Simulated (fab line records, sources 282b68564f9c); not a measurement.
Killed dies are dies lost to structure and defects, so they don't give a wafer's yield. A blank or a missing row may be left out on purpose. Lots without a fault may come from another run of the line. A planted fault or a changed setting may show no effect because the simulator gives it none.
Which tool did it? | flow rit_cmos | 14 lots, 42 wafers sampled, at 2 steps of a route of 202

WHAT THE GAUGES READ, wafer by wafer
RIT_PLDD_TW_MEAS_10.
lot  | measured    | on            | PLDD_TW
L756 | day 2 23:27 | film_metro-02 | 2316 2329 2319
L757 | day 3 00:49 | film_metro-01 | 2343 2338 2334
L758 | day 3 10:35 | film_metro-02 | 2325 2318 2322
L761 | day 3 23:56 | film_metro-01 | 2348 2340 2330
L764 | day 4 13:44 | film_metro-01 | 2363 2367 2378
L765 | day 4 16:44 | film_metro-01 | 2357 2384 2378
L766 | day 4 20:58 | film_metro-03 | 2330 2324 2324
L767 | day 5 04:31 | film_metro-02 | 2317 2314 2308
L768 | day 5 08:24 | film_metro-01 | 2366 2351 2365
L769 | day 5 13:49 | film_metro-01 | 2376 2355 2359
L771 | day 5 23:13 | film_metro-01 | 30 30 30
L772 | day 6 02:51 | film_metro-02 | 30 30 30
L778 | day 7 09:35 | film_metro-01 | 2342 2333 2343
L779 | day 7 14:59 | film_metro-02 | 2321 2304 2315

WHICH TOOL RAN EACH LOT (tool, then ch and the chambers of the sampled wafers, then the start)
lot  | RIT_NLDD_STRIP_09
L756 | plasma_asher-04 ch 0, day 2 21:51
L757 | plasma_asher-03 ch 0,1, day 2 23:13
L758 | plasma_asher-03 ch 0, day 3 08:40
L761 | plasma_asher-03 ch 0,1, day 3 22:20
L764 | plasma_asher-03 ch 0,1, day 4 12:08
L765 | plasma_asher-02 ch 0,1, day 4 15:10
L766 | plasma_asher-02 ch 0,1, day 4 19:14
L767 | plasma_asher-04 ch 0,1, day 5 02:43
L768 | plasma_asher-04 ch 0,1, day 5 06:40
L769 | plasma_asher-04 ch 0,1, day 5 12:06
L771 | plasma_asher-03 ch 0,1, day 5 21:37
L772 | plasma_asher-04 ch 0,1, day 6 01:15
L778 | plasma_asher-04 ch 0, day 7 07:51
L779 | plasma_asher-02 ch 0,1, day 7 13:15
- RIT_NLDD_STRIP_09: strips in O2, time 180 s.

WHAT THE TOOLS THEMSELVES READ (means of the sampled wafers that have a number; where no wafer has one, the mark that the record gives instead)
RIT_NLDD_STRIP_09.
lot  | tool            | chamber_pressure_mTorr (mTorr) | drypump_motor_current_A (A)
L756 | plasma_asher-04 | 4003                           | 5.8
L757 | plasma_asher-03 | 4000                           | 5.1
L758 | plasma_asher-03 | 4000                           | 4.8
L761 | plasma_asher-03 | 3998                           | 5.1
L764 | plasma_asher-03 | 3997                           | 5.4
L765 | plasma_asher-02 | 3997                           | 5.4
L766 | plasma_asher-02 | 4001                           | 5.4
L767 | plasma_asher-04 | 4004                           | 5.7
L768 | plasma_asher-04 | 4002                           | 5.6
L769 | plasma_asher-04 | 3998                           | 5.7
L771 | plasma_asher-03 | -                              | -
L772 | plasma_asher-04 | -                              | -
L778 | plasma_asher-04 | 3998                           | 5.8
L779 | plasma_asher-02 | 3999                           | 5.4

THE ANSWER, worked out from the rows above alone
Rule: what is usual is taken from the lots themselves. Put in order of their means at a reading, lots are off if they are a third of the lots or fewer, leave a main group of 4 or more, and stand apart from it by a gap of 3 or more times the standard deviation of the main group's means; of several such gaps the widest counts. A main group whose means are all the same, to the digits that the tables above print for the reading, isn't used. A lot without any number at a reading at which 4 lots or more have one is off too. The other lots that the step has rows for count as sound. The gauges are gone through in route order, then the tools' own readings, and for those a lot's mean is taken as printed above. The first step at which some lot is off is used, and at that step the reading that is off furthest; a lot without a number counts as furthest.
Off: L771, L772, at RIT_PLDD_TW_MEAS_10 (PLDD_TW). The main group: mean 2340, standard deviation 21.
A tool fits if, at a process step before that reading, it ran every lot that is off, and no sound lot after the first of them. The gauges at RIT_PLDD_TW_MEAS_10 aren't tried: what is off there is off at RIT_NLDD_STRIP_09 too, on other tools, and a gauge's error can't cause that. None of those tried fits.

WHAT THE SIMULATOR HAD PUT IN
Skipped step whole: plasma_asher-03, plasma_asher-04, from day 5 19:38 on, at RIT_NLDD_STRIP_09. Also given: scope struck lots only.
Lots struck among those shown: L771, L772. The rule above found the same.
